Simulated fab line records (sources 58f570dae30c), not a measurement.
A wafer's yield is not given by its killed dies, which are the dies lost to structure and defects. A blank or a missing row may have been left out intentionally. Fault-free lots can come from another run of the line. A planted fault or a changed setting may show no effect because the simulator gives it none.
Split-lot experiment + flow berkeley cmos170 + 23 wafers read from 5 lots, route of 331 steps

== SPLIT DETAILS ==
At UCB170_NVT_COAT_01 (resist thk 900 nm), the setting resist thk nm was moved away from the recipe's 900 nm on 8 of the 23 wafers read, by -3.1% to +5.1%. The other wafers ran this setting at the recipe's value.

The reading comes from the split's own step.

== THE READING ==
KrF_of_NVT_COAT_01.thk nm (the simulator's own value, which no gauge read), in nm, at UCB170_NVT_COAT_01 (resist thk 900 nm). The file gives no usual value for it. Average 900.7 nm, standard deviation 2.2 nm, over the 15 wafers here run with the recipe.

| wafer  | tool, chamber at the split | resist thk nm as run, nm | against the recipe | KrF_of_NVT_COAT_01.thk nm, nm | against lot-mates on the recipe |
|--------|----------------------------|--------------------------|--------------------|-------------------------------|---------------------------------|
| L075.2 | litho track-02, 0          | 900                      | recipe             | 901.9                         | -                               |
| L075.3 | litho track-02, 0          | 900                      | recipe             | 898.5                         | -                               |
| L075.4 | litho track-02, 0          | 871.7                    | -3.1%              | 868.7                         | -31.5                           |
| L075.5 | litho track-02, 0          | 871.7                    | -3.1%              | 867.8                         | -32.4                           |
| L075.6 | litho track-02, 0          | 871.7                    | -3.1%              | 869.3                         | -30.9                           |
| L081.1 | litho track-01, 0          | 900                      | recipe             | 897.5                         | -                               |
| L081.2 | litho track-01, 0          | 900                      | recipe             | 899                           | -                               |
| L081.3 | litho track-01, 0          | 900                      | recipe             | 898                           | -                               |
| L081.4 | litho track-01, 0          | 900                      | recipe             | 898.9                         | -                               |
| L081.5 | litho track-01, 0          | 900                      | recipe             | 898.1                         | -                               |
| L080.2 | litho track-01, 0          | 946.3                    | +5.1%              | 948.7                         | +48.4                           |
| L080.3 | litho track-01, 0          | 900                      | recipe             | 900.7                         | -                               |
| L080.4 | litho track-01, 0          | 900                      | recipe             | 899.9                         | -                               |
| L080.5 | litho track-01, 0          | 946.3                    | +5.1%              | 946                           | +45.7                           |
| L080.6 | litho track-01, 0          | 946.3                    | +5.1%              | 949.1                         | +48.8                           |
| L084.1 | litho track-02, 0          | 900                      | recipe             | 904.5                         | -                               |
| L084.4 | litho track-02, 0          | 900                      | recipe             | 903.3                         | -                               |
| L084.5 | litho track-02, 0          | 900                      | recipe             | 902.9                         | -                               |
| L085.1 | litho track-01, 0          | 900                      | recipe             | 901.7                         | -                               |
| L085.2 | litho track-01, 0          | 900                      | recipe             | 903.7                         | -                               |
| L085.3 | litho track-01, 0          | 936.2                    | +4.0%              | 938.1                         | +35.8                           |
| L085.4 | litho track-01, 0          | 900                      | recipe             | 901.5                         | -                               |
| L085.6 | litho track-01, 0          | 936.2                    | +4.0%              | 935.3                         | +33.0                           |

FIT RESULTS
A straight line over all 23 wafers: KrF_of_NVT_COAT_01.thk nm changes by +9.41 nm for each +1% of resist thk nm; r = +1.00; the points scatter about the line by 2.2 nm.
The same after taking each lot's own level away (the mean of its wafers on the recipe; 23 wafers): +9.32 nm for each +1%; r = +1.00; scatter 1.5 nm.
On that fit, the largest move of resist thk nm shifts the reading by 48 nm.
The span of the lots' own levels, 898.30 to 903.57 nm, comes to 2.4 times the standard deviation stated above.
So the lot-to-lot level changes the slope little: the two slopes agree.
Check: +47.1 nm against its lot-mates is what the line predicts for one of the wafers moved furthest among these (+5.1%) when that wafer is left out of the fit. Against them it came out at +48.4 nm.

== ADDITIONAL SPLITS CARRIED BY THESE WAFERS ==
Other splits were also applied to these wafers ahead of the reading. Each is held against what the fit with the lots' levels taken away leaves over:
| other split on the same wafers         | wafers away from the commonest value | r with KrF_of_NVT_COAT_01.thk nm (lot level and that fit taken away) |
|----------------------------------------|--------------------------------------|----------------------------------------------------------------------|
| UCB170_START_OXIDATION_02 temp c       | 15                                   | +0.09                                                                |
| UCB170_NWELL_CVD_04 pressure mtorr     | 10                                   | +0.26                                                                |
| UCB170_NWELL_IMPLANT_14 dose cm2       | 7                                    | +0.07                                                                |
| UCB170_PWELL_OXIDATION_02 ox time s    | 15                                   | +0.15                                                                |
| UCB170_SCREENOX_OXIDATION_01 ox time s | 10                                   | +0.22                                                                |

== THE WHOLE CHAIN: every reading that the file lists as answering this split, in the file's order ==
| step                | what it does      | reading                                                                    | change (the file's fit)              | r (the file's) |
|---------------------|-------------------|----------------------------------------------------------------------------|--------------------------------------|----------------|
| UCB170_NVT_COAT_01  | resist thk 900 nm | KrF_of_NVT_COAT_01.thk nm (the simulator's own value, which no gauge read) | +9.19 nm for each +1% of the setting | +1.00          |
| UCB170_NVT_STRIP_08 | strips in O2      | strip time to endpoint s                                                   | withheld for each +1% of the setting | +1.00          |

== FILE'S OWN FIT ==
KrF_of_NVT_COAT_01.thk nm changes by +9.19 nm for each +1% of resist thk nm, r = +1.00.
